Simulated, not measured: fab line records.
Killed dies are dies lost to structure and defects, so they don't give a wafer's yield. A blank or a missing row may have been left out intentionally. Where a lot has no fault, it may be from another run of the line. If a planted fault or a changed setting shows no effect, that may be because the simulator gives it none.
Which tool is to blame? -- flow berkeley_cmos170 -- Sampling: 14 lots, 42 wafers, 5 of 331 route steps

WHAT THE GAUGES SHOWED, per wafer
UCB170_FIELD_THK_MEAS_02. Usual: FIELD_OXIDE_THK typically reads 566 nm, with standard deviation 11.
lot,measured,on,FIELD_OXIDE_THK (nm),flag
L931,day 5 02:41,film_metro-01,566 562 556,
L932,day 5 15:46,film_metro-01,556 554 552,
L933,day 5 15:46,film_metro-04,560 554 557,
L934,day 6 04:47,film_metro-02,560 556 557,
L935,day 6 04:47,film_metro-01,565 564 559,
L937,day 7 01:14,film_metro-01,571 578 569,
L940,day 7 06:02,film_metro-02,587 593 591,
L943,day 7 16:29,film_metro-02,575 579 582,
L941,day 7 16:29,film_metro-04,552 550 544,
L945,day 8 04:35,film_metro-01,564 565 561,
L946,day 8 04:35,film_metro-02,582 574 578,
L954,day 10 01:59,film_metro-04,551 564 552,
L953,day 10 02:00,film_metro-02,577 572 562,
L952,day 10 02:02,film_metro-04,559 564 559,

UCB170_NVT_TW_MEAS_09. Usual: NVT_TW typically reads 524.1, with standard deviation 2.8.
lot,measured,on,NVT_TW,flag
L931,day 6 06:54,film_metro-02,529.5 529.3 531.3,
L932,day 6 19:00,film_metro-02,529.0 528.5 528.3,
L933,day 6 19:17,film_metro-02,526.0 525.2 526.4,
L934,day 7 10:40,film_metro-02,525.8 526.8 525.2,
L935,day 7 10:55,film_metro-01,522.9 521.9 522.4,
L937,day 8 03:32,film_metro-03,520.2 523.2 523.7,
L940,day 8 10:02,film_metro-01,526.2 523.2 524.4,
L943,day 8 19:18,film_metro-03,30.0 29.9 29.9,OFF
L941,day 8 19:02,film_metro-03,29.9 30.0 29.9,OFF
L945,day 9 07:06,film_metro-03,525.3 521.0 521.8,
L946,day 9 07:23,film_metro-03,521.2 521.2 523.0,
L954,day 11 12:10,film_metro-03,525.2 524.5 522.4,
L953,day 11 12:26,film_metro-01,522.7 523.2 522.0,
L952,day 11 11:53,film_metro-01,522.8 521.6 524.8,

UCB170_PVT_TW_MEAS_09. Usual: PVT_TW typically reads 508.6, with standard deviation 2.8.
lot,measured,on,PVT_TW,flag
L931,day 6 10:28,film_metro-01,509.8 504.8 505.7,
L932,day 6 20:26,film_metro-01,508.5 505.1 507.3,
L933,day 6 20:59,film_metro-02,511.4 509.1 509.6,
L934,day 7 12:10,film_metro-01,508.2 506.5 505.1,
L935,day 7 12:37,film_metro-02,511.3 511.2 509.7,
L937,day 8 07:26,film_metro-01,506.6 508.0 506.6,
L940,day 8 11:35,film_metro-01,505.5 507.3 505.4,
L943,day 8 21:38,film_metro-02,509.5 509.8 508.3,
L941,day 8 20:59,film_metro-04,508.6 506.2 505.1,
L945,day 9 08:35,film_metro-04,512.3 513.1 511.8,
L946,day 9 09:04,film_metro-01,503.1 505.0 503.0,
L954,day 11 14:31,film_metro-04,512.8 511.0 511.0,
L953,day 11 14:41,film_metro-01,506.5 505.4 504.4,
L952,day 11 14:22,film_metro-01,507.2 504.6 507.0,

UCB170_GATE_THK_MEAS_05. Usual: GATE_POLY_THK typically reads 214.0 nm, with standard deviation 2.5.
lot,measured,on,GATE_POLY_THK (nm),flag
L931,day 6 23:14,film_metro-04,219.0 218.5 218.5,
L932,day 7 10:35,film_metro-04,211.4 211.5 213.8,
L933,day 7 10:36,film_metro-03,218.1 215.8 216.3,
L934,day 8 02:53,film_metro-03,216.4 216.4 218.1,
L935,day 8 02:53,film_metro-01,212.4 214.2 213.7,
L937,day 8 21:23,film_metro-03,212.0 213.7 211.5,
L940,day 8 21:27,film_metro-03,210.8 210.2 211.4,
L943,day 9 12:48,film_metro-03,210.3 209.4 209.3,
L941,day 9 12:48,film_metro-01,214.8 214.6 214.3,
L945,day 10 00:23,film_metro-04,210.2 210.5 210.2,
L946,day 10 00:23,film_metro-03,214.0 214.5 212.6,
L954,day 12 08:07,film_metro-03,215.4 216.8 215.4,
L953,day 12 08:03,film_metro-01,215.9 215.3 216.5,
L952,day 12 08:03,film_metro-03,215.0 211.8 213.1,

TOOL THAT RAN EACH LOT (tool first, then ch and the chambers of the sampled wafers, then the start)
lot,UCB170_NVT_DEVELOP_05
L931,"litho_track-04 ch 0, day 6 06:00"
L932,"litho_track-04 ch 0, day 6 18:00"
L933,"litho_track-02 ch 0, day 6 18:00"
L934,"litho_track-01 ch 0, day 7 10:00"
L935,"litho_track-02 ch 0, day 7 10:00"
L937,"litho_track-02 ch 0, day 8 03:00"
L940,"litho_track-04 ch 0, day 8 09:00"
L943,"litho_track-02 ch 0, day 8 18:00"
L941,"litho_track-02 ch 0, day 8 18:00"
L945,"litho_track-01 ch 0, day 9 06:00"
L946,"litho_track-04 ch 0, day 9 06:00"
L954,"litho_track-01 ch 0, day 11 11:00"
L953,"litho_track-01 ch 0, day 11 12:00"
L952,"litho_track-01 ch 0, day 11 11:00"
- UCB170_NVT_DEVELOP_05: develop time 45 s.

WHAT THE TOOLS THEMSELVES READ (means of the sampled wafers that have a number; where no wafer has one, the mark that the record gives instead)
UCB170_NVT_DEVELOP_05. Usual: developer_temp_C reads 20.98 C (standard deviation 0.11).
lot,tool,developer_temp_C (C),flag
L931,litho_track-04,20.87,
L932,litho_track-04,20.96,
L933,litho_track-02,21.01,
L934,litho_track-01,21.10,
L935,litho_track-02,21.12,
L937,litho_track-02,20.95,
L940,litho_track-04,21.15,
L943,litho_track-02,21.07,
L941,litho_track-02,20.93,
L945,litho_track-01,21.01,
L946,litho_track-04,20.79,
L954,litho_track-01,20.90,
L953,litho_track-01,20.96,
L952,litho_track-01,21.05,

THE ANSWER, worked out from the rows above alone
Rule: a lot is off if the mean of its wafers that have a number lies more than 3 standard deviations from the usual mean. Also off: a lot with no number at a reading for which 4 or more lots have one. All remaining lots with rows at the step are treated as sound. Order of review: gauges by route order, followed by the tools' own readings, for which a lot's mean as printed above is used. The first step at which some lot is off is used, and at that step the reading that is off furthest; a lot without a number counts as furthest.
Off: L943, L941, at UCB170_NVT_TW_MEAS_09 (NVT_TW).
A tool fits if, at a process step before that reading, it ran every lot that is off, and no sound lot after the first of them. The gauges at UCB170_NVT_TW_MEAS_09 are tried like those tools. One fits: litho_track-02 at UCB170_NVT_DEVELOP_05. A fault onset in the window from L937 (day 8 03:00, its last sound lot) to L941 (day 8 18:00, its first lot off) fits.

WHAT WAS PUT IN BY THE SIMULATOR
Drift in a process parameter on litho_track-02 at UCB170_NVT_DEVELOP_05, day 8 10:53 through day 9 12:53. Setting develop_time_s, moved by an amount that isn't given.
Struck lots among those shown: L943, L941. The rule above reached the same finding.
